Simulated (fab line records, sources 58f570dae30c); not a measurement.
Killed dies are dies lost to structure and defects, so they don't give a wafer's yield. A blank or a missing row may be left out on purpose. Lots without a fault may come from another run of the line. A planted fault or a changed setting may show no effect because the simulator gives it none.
Problem report in the 8D (eight disciplines) form, filled by code | flow berkeley_cmos170 | the parts of the form that need people (team, actions taken, sign-off) are left out

1. THE PROBLEM
M3_AL_RS at UCB170_M3_RS_MEAS_02 reads a mean of 0.1027 ohm/sq on 2 wafers of 1 lot; wafers without a fault read 0.0322 ohm/sq with a standard deviation of 0.00036. That is +99 or more standard deviations from the usual mean.
The step: measures by four-point-probe.
First seen on wafer L655.2, day 11 09:18, on film_metro-01. The record holds 39 wafers of 13 lots with a number at this step. Rule for "out", or "out of limits": more than 4 standard deviations from the usual mean. The other wafers with a number count as sound.

2. WHAT IT IS AND WHAT IT IS NOT
question                    | is                | is not
which readings at this step | M3_AL_RS          | -
which lots                  | L655              | L642, L643, L645, L646, L647, L648, L649, L650, L651, L654, L663, L665
which wafers of those lots  | L655.2, L655.6    | L655.3
read on which gauges        | film_metro-01     | film_metro-03, film_metro-04
when                        | from day 11 09:18 | up to then (31 sound wafers); but 6 sound wafers of L663, L665 came after

3. SUSPECTS, AND WHAT RULES EACH OUT
Counting: a tool at a process step up to the reading stays a suspect if it ran every lot that is out. Sound lots after the first of them don't rule it out here, since some wafers of a struck lot are sound.
- the gauge at UCB170_M3_RS_MEAS_02: ruled out. All the wafers that are out were read on film_metro-01, but those of them that UCB170_M3_METAL_ETCH_18 has rows for are out there too, on other tools.
- pvd_sputter-01 at UCB170_M3_SPUTTER_01 (material Al, target thk 900 nm, time 120 s): kept. It ran the lot that is out, L655 (day 11 09:12); its last sound lot up to then is L651 (day 10 08:45).
Left after counting: pvd_sputter-01 at UCB170_M3_SPUTTER_01.

4. THE CAUSE (what the simulator had put in)
Process parameter drift: pvd_sputter-01, from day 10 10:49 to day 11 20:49, at UCB170_M3_SPUTTER_01. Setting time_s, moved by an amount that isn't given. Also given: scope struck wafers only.
Counting left only this tool.

5. THE CHAIN OF EFFECTS, in route order
Each row: a reading whose mean over the struck wafers that have a number lies more than 3 standard deviations from the usual. Only readings for which the record gives a usual standard deviation are gone through. hours: the time from each lot's start at the first step in this table that gives one to its start at this step, as a median over the lots. sigmas: the change in usual standard deviations.
hours | step                    | reading        | usual         | on struck wafers | change  | sigmas
0     | UCB170_M3_RS_MEAS_02    | M3_AL_RS       | 0.0322 ohm/sq | 0.1027           | +0.0705 | +99 or more
5     | UCB170_M3_THK_MEAS_03   | M3_AL_THK      | 912 nm        | 294              | -618    | -56
8     | UCB170_M3_METAL_ETCH_18 | oes_product_au | 0.862 a.u.    | 0.538            | -0.324  | -20
The process steps in it:
- UCB170_M3_METAL_ETCH_18: etches Al in Cl2/BCl3, stops on SiO2, target depth 1170 nm, time 195 s.

6. WHAT WOULD HAVE CAUGHT IT SOONER
In this record the first reading out of limits at a measuring or inspecting step was taken at day 11 09:18, 22 hours after the fault began at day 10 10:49.
Of the tool readings at UCB170_M3_SPUTTER_01 for which the record gives a usual standard deviation, none was out on any struck wafer, so an alarm limit of 4 standard deviations on them would not have fired.
All the lots that are out (1) had begun UCB170_M3_SPUTTER_01 on pvd_sputter-01 by day 11 09:18. A hold on the tool at that time would have spared none of them.
